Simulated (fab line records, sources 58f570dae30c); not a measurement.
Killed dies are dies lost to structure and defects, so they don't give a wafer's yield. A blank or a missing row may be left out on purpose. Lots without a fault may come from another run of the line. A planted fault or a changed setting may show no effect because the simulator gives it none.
Which tool did it? | flow berkeley_cmos170 | 7 lots, 21 wafers sampled, at 2 steps of a route of 331

WHAT THE GAUGES READ, wafer by wafer
UCB170_WELLDRIVE_THK_MEAS_02.
lot  | measured    | on            | WELLDRIVE_OXIDE_THK (nm)
L778 | day 4 07:44 | film_metro-02 | 203 198 201
L780 | day 4 07:45 | film_metro-03 | 199 200 201
L782 | day 4 20:14 | film_metro-02 | 233 235 234
L787 | day 6 06:29 | film_metro-03 | 197 200 200
L793 | day 7 01:31 | film_metro-02 | 195 196 194
L797 | day 7 18:34 | film_metro-02 | 195 194 194
L799 | day 8 06:26 | film_metro-02 | 193 190 193

WHICH TOOL RAN EACH LOT (tool, then ch and the chambers of the sampled wafers, then the start)
lot  | UCB170_WELLDRIVE_OXIDATION_01
L778 | furnace-02 ch 0, day 4 04:13
L780 | furnace-02 ch 0, day 4 04:13
L782 | furnace-02 ch 0, day 4 16:43
L787 | furnace-03 ch 0, day 6 02:59
L793 | furnace-04 ch 0, day 6 22:00
L797 | furnace-04 ch 0, day 7 15:03
L799 | furnace-02 ch 0, day 8 02:56
- UCB170_WELLDRIVE_OXIDATION_01: target thk 199 nm, ox time 9000 s.

THE ANSWER, worked out from the rows above alone
Rule: what is usual is taken from the lots themselves. Put in order of their means at a reading, lots are off if they are a third of the lots or fewer, leave a main group of 4 or more, and stand apart from it by a gap of 3 or more times the standard deviation of the main group's means; of several such gaps the widest counts. A main group whose means are all the same, to the digits that the tables above print for the reading, isn't used. A lot without any number at a reading at which 4 lots or more have one is off too. The other lots that the step has rows for count as sound.
Off: L782, at UCB170_WELLDRIVE_THK_MEAS_02 (WELLDRIVE_OXIDE_THK). The main group: mean 197 nm, standard deviation 3.2.
A tool fits if, at a process step before that reading, it ran every lot that is off, and no sound lot after the first of them. The gauges at UCB170_WELLDRIVE_THK_MEAS_02 are tried like those tools. None of those tried fits.

WHAT THE SIMULATOR HAD PUT IN
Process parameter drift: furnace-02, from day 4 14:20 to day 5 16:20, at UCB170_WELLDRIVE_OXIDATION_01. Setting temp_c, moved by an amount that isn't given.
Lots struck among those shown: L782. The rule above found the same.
